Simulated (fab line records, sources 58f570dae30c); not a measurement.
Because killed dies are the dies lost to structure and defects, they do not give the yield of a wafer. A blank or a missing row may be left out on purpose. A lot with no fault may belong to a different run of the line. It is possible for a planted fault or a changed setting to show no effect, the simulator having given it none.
One fault seen from 2 desks	flow berkeley_cmos170	each desk has only its own numbers; what lay behind them comes last

## DESK OF THE TOOL OWNER: rie_metal-03
The tool's own readings at UCB170_M2_METAL_ETCH_18 (etches Al in Cl2/BCl3, stops on SiO2, target depth 1170 nm, time 195 s): means of the sampled wafers that have a number, for each lot that ran on this tool. Any lot whose mean is over 4 standard deviations away from the usual mean is out of limits and marked OUT; that distance is given in the brackets.
Columns: A = drypump_motor_current_A at UCB170_M2_METAL_ETCH_18, usual 5.5 A; B = oes_product_au at UCB170_M2_METAL_ETCH_18, usual 0.857 a.u.; C = rf_fwd_power_W at UCB170_M2_METAL_ETCH_18, usual 598.0 W; D = throttle_valve_pct at UCB170_M2_METAL_ETCH_18, usual 24.3 %
lot	first seen here	A	B	C	D
L585	day 7 12:20	5.4	0.860	598.9	24.3
L590	day 8 12:04	5.0	0.861	524.9 (-43) OUT	24.3
L592	day 9 01:48	5.0	0.863	527.2 (-42) OUT	24.3
L603	day 11 09:59	5.4	0.859	596.9	24.3
L605	day 12 08:28	5.0	0.861	600.1	24.3
This desk finds L590, L592 out of limits, L590 being first, at day 8 12:04 (rf_fwd_power_W at UCB170_M2_METAL_ETCH_18). L585, L603, L605: within limits.

## METROLOGY DESK
What the gauges read, lot by lot, whatever tool the lot ran on: means of the sampled wafers that have a number. Any lot whose mean is over 4 standard deviations away from the usual mean is out of limits and marked OUT; that distance is given in the brackets.
Columns: A = cd_nm at UCB170_NLDD_CD_MEAS_06, usual 1200.8 nm; B = V2_OVL at UCB170_V2_OVL_MEAS_13, usual -2 nm
lot	first seen here	A	B
L584	day 6 02:04	1198.2	2
L586	day 6 05:04	1200.8	2
L585	day 6 05:22	1200.7	2
L590	day 7 09:23	1202.9	-4
L592	day 7 18:39	1203.1	2
L597	day 8 18:37	1204.2	-4
L600	day 9 14:40	1201.2	6
L601	day 9 22:08	1200.5	1
L602	day 10 02:59	1200.8	3
L603	day 10 03:17	1201.1	7
L604	day 10 03:32	1198.9	0
L605	day 11 03:00	1201.1	1
L606	day 11 09:20	1199.9	-1
L607	day 11 09:39	1199.0	-5
This desk found nothing out of limits on any of the 14 lots.

## PUT TOGETHER
The tool owner's desk could have raised an alarm at day 8 12:04, on L590, L592.
Nothing out of limits was seen by the metrology desk.
The metrology desk has L590, L592 on record, within its limits.
Of the lots named, all ran UCB170_M2_METAL_ETCH_18 on rie_metal-03.

## WHAT HAD BEEN PUT IN BY THE SIMULATOR
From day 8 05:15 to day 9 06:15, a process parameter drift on rie_metal-03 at UCB170_M2_METAL_ETCH_18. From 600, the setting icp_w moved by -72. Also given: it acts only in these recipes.
Lots struck among those shown: L590, L592.
Each desk's first reading out of limits, in hours after the fault started: the tool owner's desk, 7.
